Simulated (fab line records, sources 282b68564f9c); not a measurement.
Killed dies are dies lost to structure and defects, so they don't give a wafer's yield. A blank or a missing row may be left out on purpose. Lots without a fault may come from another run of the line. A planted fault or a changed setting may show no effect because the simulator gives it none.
A struck lot beside a sound one | flow rit_cmos | 44 steps out of a route of 202
Sound: wafers L381.1, L381.2, L381.4. Struck: wafers L373.4, L373.5, L373.6. The cause comes at the end.
At each step with rows: each side's tool, then ch and its chambers, then its first start. Under that, the readings that differ: sound wafers | struck wafers | difference of the means | sigmas: that difference in standard deviations of wafers without a fault.
alike: readings whose means differ by less than 2 such deviations, and words and numbers that are the same on both sides. not compared: withheld readings, readings that some wafer has no value for, bounds like >300 that may hide the same value, and numbers for which the record gives no deviation and whose values overlap.
The two part at a step that has a row with sigmas, a row that says differs or no value, or rows on one side only. Numbers that don't overlap but have no deviation are shown without sigmas and don't part them. A reading that every wafer of one side lacks parts them only if that side has two wafers or more.

first, 3 steps without rows for these wafers: RIT_REOX_CLEAN_01 (cleans in dHF, time 30 s); RIT_REOX_CLEAN_02 (cleans in SC2, time 600 s); RIT_REOX_OXIDATION_03 (target thk 25.2 nm, ox time 5580 s).
RIT_REOX_THK_MEAS_04:
  sound on film_metro-03, day 7 12:00; struck on film_metro-01, day 5 20:51
  alike: REOX_OXIDE_THK
then, 6 steps without rows for these wafers: RIT_NLDD_HMDS_00 (prime time 60 s); RIT_NLDD_COAT_01 (resist thk 1000 nm); RIT_NLDD_SOFTBAKE_02 (time 60 s); RIT_NLDD_EXPOSE_03 (exposes mask M7, target cd 40700 nm); RIT_NLDD_PEB_04; RIT_NLDD_DEVELOP_05 (develop time 50 s).
RIT_NLDD_OVL_MEAS_06:
  sound on overlay-01, day 7 13:07; struck on overlay-02, day 5 21:45
  reading       | sound         | struck      | difference | sigmas
  NLDD_OVL (nm) | -2.1 -1.5 0.4 | 2.0 2.3 1.0 | +2.8       | +2
then, 1 step without rows for these wafers: RIT_NLDD_HARDBAKE_07 (time 60 s).
RIT_NLDD_IMPLANT_08:
  sound on implanter-02 ch 0, day 7 13:18; struck on implanter-01 ch 0, day 5 21:59
  reading                   | sound                | struck               | difference | sigmas
  beam_energy_keV           | 20.008 19.997 19.993 | 16.397 16.397 16.405 | -3.600     | -99 or more
  model.implant.rp_nm (nm)  | 27.9 27.9 27.9       | 23.9 23.9 23.9       | -4.0       |
  model.implant.drp_nm (nm) | 12.97 12.97 12.97    | 11.51 11.51 11.51    | -1.46      |
  alike: end_station_pressure_torr
RIT_NLDD_STRIP_09: strips in O2, time 180 s.
  sound on plasma_asher-01 ch 0,1, day 7 13:27; struck on plasma_asher-01 ch 0,1, day 5 22:08
  alike: drypump_motor_current_A
  not compared: rf_hours_counter_h
RIT_NLDD_TW_MEAS_10:
  sound on film_metro-03, day 7 13:37; struck on film_metro-03, day 5 22:16
  reading | sound          | struck         | difference | sigmas
  NLDD_TW | 2504 2508 2508 | 2391 2389 2390 | -117       | -6
then, 6 steps without rows for these wafers: RIT_PLDD_HMDS_00 (prime time 60 s); RIT_PLDD_COAT_01 (resist thk 1000 nm); RIT_PLDD_SOFTBAKE_02 (time 60 s); RIT_PLDD_EXPOSE_03 (exposes mask M8, target cd 40900 nm); RIT_PLDD_PEB_04; RIT_PLDD_DEVELOP_05 (develop time 50 s).
RIT_PLDD_OVL_MEAS_06:
  sound on overlay-02, day 7 14:49; struck on overlay-01, day 5 23:10
  alike: PLDD_OVL
then, 2 steps without rows for these wafers: RIT_PLDD_HARDBAKE_07 (time 60 s); RIT_PLDD_IMPLANT_08.
RIT_PLDD_STRIP_09: strips in O2, time 180 s.
  sound on plasma_asher-01 ch 0,1, day 7 15:09; struck on plasma_asher-01 ch 0,1, day 5 23:33
  alike: drypump_motor_current_A
  not compared: rf_hours_counter_h
RIT_PLDD_TW_MEAS_10:
  sound on film_metro-02, day 7 15:19; struck on film_metro-01, day 5 23:41
  alike: PLDD_TW
then, 4 steps without rows for these wafers: RIT_SPACER_CLEAN_00 (cleans in SC1, time 600 s); RIT_SPACER_CLEAN_01 (cleans in dHF, time 30 s); RIT_SPACER_CLEAN_02 (cleans in SC2, time 600 s); RIT_SPACER_CVD_03 (deposits Si3N4 from SiH2Cl2/NH3, target thk 250 nm, time 3300 s).
RIT_SPACER_THK_MEAS_04:
  sound on film_metro-03, day 7 17:42; struck on film_metro-04, day 6 02:05
  alike: SPACER_NITRIDE_THK
RIT_SPACER_ETCHBACK_05: etches Si3N4 in SF6/CHF3, stops on SiO2, target depth 250 nm, time 240 s.
  sound on rie_diel-02 ch 1,2,3, day 7 17:46; struck on rie_diel-03 ch 0,1,3, day 6 02:07
  alike: drypump_motor_current_A, oes_product_au, throttle_valve_pct
  not compared: rf_hours_counter_h
then, 6 steps without rows for these wafers: RIT_NSD_HMDS_00 (prime time 60 s); RIT_NSD_COAT_01 (resist thk 1000 nm); RIT_NSD_SOFTBAKE_02 (time 60 s); RIT_NSD_EXPOSE_03 (exposes mask M9, target cd 40700 nm); RIT_NSD_PEB_04; RIT_NSD_DEVELOP_05 (develop time 50 s).
RIT_NSD_OVL_MEAS_06:
  sound on overlay-02, day 7 18:53; struck on overlay-01, day 6 03:16
  alike: NSD_OVL
then, 2 steps without rows for these wafers: RIT_NSD_HARDBAKE_07 (time 60 s); RIT_NSD_IMPLANT_08.
RIT_NSD_STRIP_09: strips in O2, time 180 s.
  sound on plasma_asher-01 ch 0,1, day 7 19:13; struck on plasma_asher-04 ch 0,1, day 6 03:38
  alike: drypump_motor_current_A
  not compared: rf_hours_counter_h
RIT_SDANNEAL_RS_MEAS_07: measures by four-point-probe.
  sound on film_metro-02, day 7 21:40; struck on film_metro-03, day 6 06:14
  reading          | sound             | struck            | difference | sigmas
  NLDD_RS (ohm/sq) | 151.4 151.7 151.4 | 155.6 155.4 155.1 | +3.9       | +7
RIT_M1_PROBE_99:
  sound on prober-02, day 8 04:43; struck on prober-02, day 6 13:56
  reading                                 | sound                | struck               | difference | sigmas
  model.etest.nmos_0p15.r_on_ohm_um       | 1125 1111 1130       | 1248 1217 1204       | +101       |
  model.etest.nmos_0p3.r_on_ohm_um        | 2158 2149 2149       | 2270 2221 2224       | +86        |
  model.etest.nldd.rs_ohm_sq              | 372.8 378.6 367.6    | 483.3 466.5 471.1    | +100.6     |
  model.etest.nmos_turned.drive_ua_um     | 324.4 320.1 329.3    | 266.8 281 274.9      | -50.4      |
  model.etest.nldd.line_ohm_um            | 118.3 121.8 115.1    | 150.1 145.9 148.3    | +29.7      |
  model.etest.nmos_0p15.drive_ua_um       | 467.1 475.6 472.3    | 423.9 433.2 428.6    | -43.1      |
  model.etest.nmos_0p15.swing_mv_dec      | 85.96 86.11 85.73    | 84.59 84.4 84.59     | -1.41      |
  model.etest.nmos_turned.isub_log10_a_um | -7.213 -7.125 -7.151 | -7.279 -7.421 -7.321 | -0.177     |
  alike: killed_at_contacts, killed_at_front_end, killed_dies, killed_open, killed_short

WHERE THEY PART
First at RIT_NLDD_OVL_MEAS_06; last, within this record, at RIT_SDANNEAL_RS_MEAS_07. Later steps at which nothing parts them and some readings are alike: RIT_M1_PROBE_99.

WHY: what the simulator had put in
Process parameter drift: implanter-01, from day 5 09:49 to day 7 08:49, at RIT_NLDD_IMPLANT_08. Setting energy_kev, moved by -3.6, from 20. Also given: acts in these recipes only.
